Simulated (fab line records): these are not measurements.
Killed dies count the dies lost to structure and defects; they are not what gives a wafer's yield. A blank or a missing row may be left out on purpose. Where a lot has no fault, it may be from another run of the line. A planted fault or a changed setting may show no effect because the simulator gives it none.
The tool behind it: which one? ; flow rit cmos ; 15 lots with 45 wafers sampled at 2 steps, on a route of 202 steps

WHAT THE GAUGES READ, wafer by wafer
No reading from a measuring or inspecting step in the record can be judged against a usual standard deviation.

TOOL THAT RAN EACH LOT (tool first, then ch and the chambers of the sampled wafers, then the start)
lot;RIT_NRETRO_SOFTBAKE_02;RIT_M1_PROBE_99
L306;litho track-02 ch 0, day 2 06:22;prober-01, day 3 11:52
L307;litho track-02 ch 0, day 2 12:26;-
L309;litho track-03 ch 0, day 2 21:35;-
L310;litho track-04 ch 0, day 3 02:39;-
L311;litho track-03 ch 0, day 3 09:48;-
L312;litho track-04 ch 0, day 3 14:59;prober-01, day 4 22:34
L313;litho track-04 ch 0, day 3 16:16;-
L314;litho track-04 ch 0, day 3 21:53;-
L315;litho track-04 ch 0, day 4 03:12;-
L316;litho track-04 ch 0, day 4 06:26;prober-01, day 5 15:34
L317;litho track-04 ch 0, day 4 13:55;-
L318;litho track-04 ch 0, day 5 00:05;-
L319;litho track-04 ch 0, day 5 03:44;-
L320;litho track-02 ch 0, day 5 05:10;prober-01, day 6 17:24
L329;litho track-03 ch 0, day 7 16:07;prober-02, day 9 02:20
- RIT_NRETRO_SOFTBAKE_02: time 60 s.
- RIT_M1_PROBE_99

WHAT THE TOOLS THEMSELVES READ (means of the sampled wafers that have a number; where no wafer has one, the mark that the record gives instead)
RIT_NRETRO_SOFTBAKE_02. Usual: resist line temp C 23.03 C, standard deviation 0.12; run length s 89.07 s, standard deviation 0.21.
lot;tool;resist line temp C (C);run length s (s);flag
L306;litho track-02;23.04;88.80;
L307;litho track-02;22.97;88.92;
L309;litho track-03;23.03;88.90;
L310;litho track-04;23.22;89.36;
L311;litho track-03;22.87;88.97;
L312;litho track-04;23.11;89.17;
L313;litho track-04;22.93;89.26;
L314;litho track-04;23.16;89.23;
L315;litho track-04;23.07;89.35;
L316;litho track-04;23.22;89.20;
L317;litho track-04;22.93;94.63;OFF
L318;litho track-04;23.05;94.67;OFF
L319;litho track-04;23.16;94.54;OFF
L320;litho track-02;22.83;88.85;
L329;litho track-03;22.88;88.98;

RIT_M1_PROBE_99. Usual: value, then standard deviation, for each; killed_at_M0_to_M3 0.0 / 0.14; killed at contacts 0.1 / 0.3; killed at front end 7 / 3.1; killed dies 7 / 3.1; killed on rim 1.9 / 1.5; killed open 3.8 / 2.3; killed short 3.2 / 1.9.
lot;tool;killed_at_M0_to_M3;killed at contacts;killed at front end;killed dies;killed on rim;killed open;killed short;flag
L306;prober-01;0.0;0.0;10;10;2.7;5.3;5.0;
L312;prober-01;0.0;0.3;9;9;1.3;3.7;5.3;
L316;prober-01;0.0;0.3;5;5;2.3;3.3;2.0;
L320;prober-01;0.0;0.0;8;8;2.7;5.3;2.7;
L329;prober-02;0.0;0.0;7;7;2.0;4.7;2.0;

THE ANSWER, worked out from the rows above alone
Rule: take the mean of a lot's wafers that have a number; if it is more than 3 standard deviations from the usual mean, the lot is off. A lot without any number at a reading at which 4 lots or more have one is off too. Any other lot the step has rows for is counted as sound. The gauges are gone through in route order, then the tools' own readings, and for those a lot's mean is taken as printed above. At the first step where some lot is off, the reading lying furthest off is the one used; lots without a number count as furthest.
Off, at RIT_NRETRO_SOFTBAKE_02 on run length s: L317, L318, L319.
If a tool, at that step or one of the process steps before it, ran each lot that is off and ran no sound lot following the first of them, it fits. One fits: RIT_NRETRO_SOFTBAKE_02 on litho track-04. A fault onset in the window from L316 (day 4 06:26, its last sound lot) to L317 (day 4 13:55, its first lot off) fits.
The tool's own readings at RIT_NRETRO_SOFTBAKE_02 bear it out: on the lots that are off they differ by more than 5 times the standard deviation of the sound lots' means. run length s reads 94.61 s there against 89.08 s on the sound lots.

WHAT THE SIMULATOR HAD PUT IN
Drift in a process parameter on litho track-04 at RIT_NRETRO_SOFTBAKE_02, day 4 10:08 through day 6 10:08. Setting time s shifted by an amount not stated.
Struck lots among those shown: L317, L318, L319. The rule given above showed the same thing.
